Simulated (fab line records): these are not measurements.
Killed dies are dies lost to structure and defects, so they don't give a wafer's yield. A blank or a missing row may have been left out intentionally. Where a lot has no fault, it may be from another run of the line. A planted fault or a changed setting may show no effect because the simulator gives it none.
Which tool was responsible? ; flow ritCmos ; Sampling: 15 lots, 45 wafers, 2 of 202 route steps

WHAT THE GAUGES SHOWED, per wafer
RIT_NRETRO_OVL_MEAS_06.
lot;measured;on;NRETRO_OVL (nm)
L246;day 2 06:44;overlay-01;1.1 0.0 1.1
L248;day 2 16:01;overlay-01;0.9 0.8 0.6
L249;day 2 20:32;overlay-01;1.4 0.9 0.4
L251;day 3 07:16;overlay-01;-1.6 -1.3 -1.9
L253;day 3 16:05;overlay-02;-2.8 -1.0 0.2
L254;day 3 20:55;overlay-02;-2.1 -1.9 -3.5
L255;day 4 03:45;overlay-01;-1.9 -1.3 -1.1
L256;day 4 07:11;overlay-02;0.5 0.0 -0.5
L260;day 5 02:58;overlay-01;-181.1 -179.8 -180.8 -180.7 -179.1 -180.2
L262;day 5 13:45;overlay-02;-3.5 -2.4 -2.1
L263;day 5 18:00;overlay-02;-181.6 -182.2 -182.1 -181.0 -181.8 -182.9
L264;day 5 22:53;overlay-01;-178.6 -178.9 -178.7 -178.0 -178.5 -179.1
L265;day 6 04:01;overlay-02;-5.1 -2.7 -2.4
L266;day 6 09:35;overlay-02;-1.7 -1.7 0.4
L269;day 7 00:08;overlay-02;-1.4 0.7 -2.2

WHAT TOOL EACH LOT RAN ON (gives the tool, then ch and the chambers of the sampled wafers, and finally the start)
lot;RIT_NRETRO_EXPOSE_03
L246;ilineStepper-01 ch 0, day 2 06:19
L248;ilineStepper-02 ch 0, day 2 15:31
L249;ilineStepper-02 ch 0, day 2 20:07
L251;ilineStepper-02 ch 0, day 3 06:50
L253;ilineStepper-02 ch 0, day 3 15:39
L254;ilineStepper-02 ch 0, day 3 20:29
L255;ilineStepper-02 ch 0, day 4 03:19
L256;ilineStepper-01 ch 0, day 4 06:46
L260;ilineStepper-01 ch 0, day 5 02:33
L262;ilineStepper-02 ch 0, day 5 13:20
L263;ilineStepper-01 ch 0, day 5 17:34
L264;ilineStepper-01 ch 0, day 5 22:28
L265;ilineStepper-02 ch 0, day 6 03:35
L266;ilineStepper-02 ch 0, day 6 09:11
L269;ilineStepper-02 ch 0, day 6 23:32
- RIT_NRETRO_EXPOSE_03: exposes mask M4, target cd 43900 nm.

AS READ BY THE TOOLS THEMSELVES (means over the sampled wafers that have a number; for cases with no such wafer, the mark the record gives instead)
The record holds no such reading with a usual standard deviation.

THE ANSWER, worked out from the rows above alone
Rule: the usual values come from the lots themselves. The widest of any qualifying gaps counts: lots, ordered by their means at a reading, are off when they make up no more than a third of the lots, leave a main group of 4 or more, and stand apart from it by 3 or more times the standard deviation of that group's means. A main group whose means are all the same, to the digits that the tables above print for the reading, isn't used. A lot without any number at a reading at which 4 lots or more have one is off too. The other lots that the step has rows for count as sound. Order of review: gauges by route order, followed by the tools' own readings, for which a lot's mean as printed above is used. The first step at which some lot is off is used, and at that step the reading that is off furthest; a lot without a number counts as furthest.
Off: L260, L263, L264, seen at RIT_NRETRO_OVL_MEAS_06 (NRETRO_OVL). Mean -1.0 nm and standard deviation 1.4 in the main group.
A tool fits if, at a process step before that reading, it ran every lot that is off, and no sound lot after the first of them. The gauges at RIT_NRETRO_OVL_MEAS_06 are tried like those tools. One candidate fits, namely ilineStepper-01 at RIT_NRETRO_EXPOSE_03. A fault onset in the window from L256 (day 4 06:46, its last sound lot) to L260 (day 5 02:33, its first lot off) fits.

WHAT HAD BEEN PUT IN BY THE SIMULATOR
Scanner matching overlay: ilineStepper-01, from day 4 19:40 on, at RIT_NRETRO_EXPOSE_03. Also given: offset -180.
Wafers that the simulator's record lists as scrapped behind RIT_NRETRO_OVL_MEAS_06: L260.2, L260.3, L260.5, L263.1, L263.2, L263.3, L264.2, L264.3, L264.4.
Lots struck among those shown: L260, L263, L264. Same finding as the rule above.
